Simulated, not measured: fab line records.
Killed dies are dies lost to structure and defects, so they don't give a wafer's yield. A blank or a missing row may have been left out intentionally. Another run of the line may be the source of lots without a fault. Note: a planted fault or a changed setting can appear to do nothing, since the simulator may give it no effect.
2 desks, one fault    flow berkeley_cmos170    every desk sees just its own numbers, and what lay behind them comes last

## THE TOOL OWNER'S DESK: furnace-02
The tool's own readings at UCB170_WELLDRIVE_OXIDATION_01 (target thk 199 nm, ox time 9000 s): means of the sampled wafers that have a number, for each lot that ran on this tool. Marked OUT: a lot whose mean sits more than 4 standard deviations from the usual mean, which makes it out of limits; the brackets give that distance.
Columns: A = spike_tc_centre_C at UCB170_WELLDRIVE_OXIDATION_01, usual 1102.5 C; B = spike_tc_load_C at UCB170_WELLDRIVE_OXIDATION_01, usual 1128.8 C; C = spike_tc_source_C at UCB170_WELLDRIVE_OXIDATION_01, usual 1125.9 C; D = tube_center_temp_C at UCB170_WELLDRIVE_OXIDATION_01, usual 1100 C; E = tube_center_temp_C_max at UCB170_WELLDRIVE_OXIDATION_01, usual 1102.8; F = zone_power_centre_pct at UCB170_WELLDRIVE_OXIDATION_01, usual 56.7 %
lot   first seen here  A                 B                 C                 D                       E                 F
L777  day 3 13:11      1101.7            1128.3            1125.9            1100                    1102.7            56.6
L779  day 3 13:11      1101.7            1129.0            1126.4            1100                    1103.2            56.5
L778  day 4 04:13      1102.8            1129.9            1125.4            1100                    1102.8            56.7
L780  day 4 04:13      1101.5            1129.5            1126.4            1100                    1102.5            56.5
L781  day 4 11:58      1134.2 (+29) OUT  1162.1 (+24) OUT  1159.0 (+24) OUT  1132 (+99 or more) OUT  1134.8 (+68) OUT  58.9
L783  day 4 11:58      1133.3 (+28) OUT  1162.0 (+24) OUT  1159.3 (+24) OUT  1132 (+99 or more) OUT  1134.6 (+68) OUT  58.5
L782  day 4 16:43      1134.6 (+29) OUT  1163.5 (+25) OUT  1159.3 (+24) OUT  1132 (+99 or more) OUT  1134.9 (+68) OUT  59.0
L800  day 7 22:11      1101.7            1128.8            1126.7            1100                    1102.7            56.7
L799  day 8 02:56      1102.6            1129.2            1126.0            1100                    1103.1            56.8
This desk finds L781, L782, L783 out of limits, L781 being first, at day 4 11:58 (spike_tc_centre_C at UCB170_WELLDRIVE_OXIDATION_01). L777, L779, L778, L780, L800, L799 stayed within limits.

## FROM THE METROLOGY DESK
Means of the sampled wafers that have a number, per lot and without regard to the tool the lot ran on: this is what the gauges read. Marked OUT: a lot whose mean sits more than 4 standard deviations from the usual mean, which makes it out of limits; the brackets give that distance.
Columns: A = NWELL_NITRIDE_THK at UCB170_NWELL_THK_MEAS_05, usual 227.3 nm; B = WELLDRIVE_OXIDE_THK at UCB170_WELLDRIVE_THK_MEAS_02, usual 199 nm; C = ACTIVE_OXIDE_THK at UCB170_ACTIVE_THK_MEAS_03, usual 26.3 nm; D = ACTIVE_OVL at UCB170_ACTIVE_OVL_MEAS_14, usual 2 nm
lot   first seen here  A      B               C     D
L777  day 2 04:49      229.0  199             26.7  -4
L778  day 2 07:57      227.6  201             26.4  13
L779  day 2 15:17      225.9  200             26.1  -3
L780  day 2 20:24      233.0  200             25.8  -4
L781  day 3 05:38      224.9  229 (+8.2) OUT  26.4  0
L782  day 3 11:17      228.5  234 (+9.5) OUT  26.6  4
L783  day 3 11:17      227.4  234 (+9.5) OUT  26.7  4
L787  day 4 21:35      226.1  199             26.0  -0
L789  day 4 21:36      226.3  201             25.8  6
L793  day 5 22:43      228.6  195             26.1  -1
L794  day 5 22:43      230.8  196             26.4  6
L797  day 6 12:19      224.2  194             26.2  6
L798  day 6 12:19      228.6  198             26.3  -2
L799  day 6 22:16      223.5  192             25.7  10
L800  day 6 22:16      230.4  196             26.6  4
This desk's result: L781, L782, L783 out of limits, first on L781 (WELLDRIVE_OXIDE_THK at UCB170_WELLDRIVE_THK_MEAS_02), day 4 15:28. L777, L778, L779, L780, L787, L789, L793, L794, L797, L798, L799, L800 stayed within limits.

## ALL TOGETHER
The tool owner's desk had the chance to raise an alarm at day 4 11:58 on L781, L782, L783.
At day 4 15:28 the metrology desk could have sounded an alarm, on L781, L782, L783.
The lots listed all ran UCB170_WELLDRIVE_OXIDATION_01 on furnace-02.

## WHAT THE SIMULATOR HAD PUT IN
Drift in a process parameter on furnace-02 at UCB170_WELLDRIVE_OXIDATION_01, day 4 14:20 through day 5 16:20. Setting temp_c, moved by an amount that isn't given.
Struck lots among those shown: L781, L782, L783.
